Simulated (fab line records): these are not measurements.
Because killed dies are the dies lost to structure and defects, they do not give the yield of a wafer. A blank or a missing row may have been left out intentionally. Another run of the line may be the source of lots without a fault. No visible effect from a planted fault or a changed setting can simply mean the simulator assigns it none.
Which of the tools did it? :: flow rit-cmos :: Sampling: 7 lots, 21 wafers, 3 of 202 route steps

## WHAT THE GAUGES READ, wafer by wafer
RIT_NLDD_OVL_MEAS_06.
lot: L544
measured: day 3 22:40
on: overlay-01
NLDD_OVL (nm): 0.3 1.0 1.4

lot: L549
measured: day 4 18:25
on: overlay-01
NLDD_OVL (nm): -2.8 -3.6 -2.5

lot: L552
measured: day 5 07:14
on: overlay-01
NLDD_OVL (nm): - - -

lot: L554
measured: day 5 20:05
on: overlay-02
NLDD_OVL (nm): - - -

lot: L557
measured: day 6 08:26
on: overlay-02
NLDD_OVL (nm): -0.4 -0.5 -0.1

lot: L559
measured: day 6 21:08
on: overlay-01
NLDD_OVL (nm): 0.9 0.3 2.3

lot: L561
measured: day 7 05:11
on: overlay-02
NLDD_OVL (nm): -1.2 -1.1 -0.7

## WHICH TOOL RAN EACH LOT (tool, then ch and the chambers of the sampled wafers, then the start)
lot: L544
RIT_NWELL_STRIP_09: plasma-asher-02 ch 0,1, day 2 21:14
RIT_NLDD_COAT_01: litho-track-04 ch 0, day 3 21:51

lot: L549
RIT_NWELL_STRIP_09: plasma-asher-02 ch 0, day 3 19:45
RIT_NLDD_COAT_01: litho-track-03 ch 0, day 4 17:34

lot: L552
RIT_NWELL_STRIP_09: plasma-asher-01 ch 0,1, day 4 09:57
RIT_NLDD_COAT_01: litho-track-01, day 5 06:26

lot: L554
RIT_NWELL_STRIP_09: plasma-asher-01 ch 1, day 4 20:56
RIT_NLDD_COAT_01: litho-track-04, day 5 19:17

lot: L557
RIT_NWELL_STRIP_09: plasma-asher-01 ch 0,1, day 5 11:19
RIT_NLDD_COAT_01: litho-track-03 ch 0, day 6 07:44

lot: L559
RIT_NWELL_STRIP_09: plasma-asher-04 ch 0,1, day 5 22:50
RIT_NLDD_COAT_01: litho-track-01 ch 0, day 6 20:26

lot: L561
RIT_NWELL_STRIP_09: plasma-asher-04 ch 0,1, day 6 06:46
RIT_NLDD_COAT_01: litho-track-03 ch 0, day 7 04:22
- RIT_NWELL_STRIP_09: strips in O2, time 180 s.
- RIT_NLDD_COAT_01: resist thk 1000 nm.

## THE ANSWER, worked out from the rows above alone
Rule: usual is defined by the lots themselves. Put in order of their means at a reading, lots are off if they are a third of the lots or fewer, leave a main group of 4 or more, and stand apart from it by a gap of 3 or more times the standard deviation of the main group's means; of several such gaps the widest counts. A main group whose means are all the same, to the digits that the tables above print for the reading, isn't used. Also off: a lot with no number at a reading for which 4 or more lots have one. Any other lot the step has rows for is counted as sound.
Off: L552, L554, seen at RIT_NLDD_OVL_MEAS_06 (NLDD_OVL). Without a number there: L552, L554. For the main group the mean is -0.4 nm and the standard deviation 1.5.
If a tool, at a process step before that reading, ran all the lots that are off and no sound lot after the first of them, it fits. The gauges at RIT_NLDD_OVL_MEAS_06 are tried like those tools. Not one of the candidates tried fits.

## WHAT THE SIMULATOR HAD INSERTED
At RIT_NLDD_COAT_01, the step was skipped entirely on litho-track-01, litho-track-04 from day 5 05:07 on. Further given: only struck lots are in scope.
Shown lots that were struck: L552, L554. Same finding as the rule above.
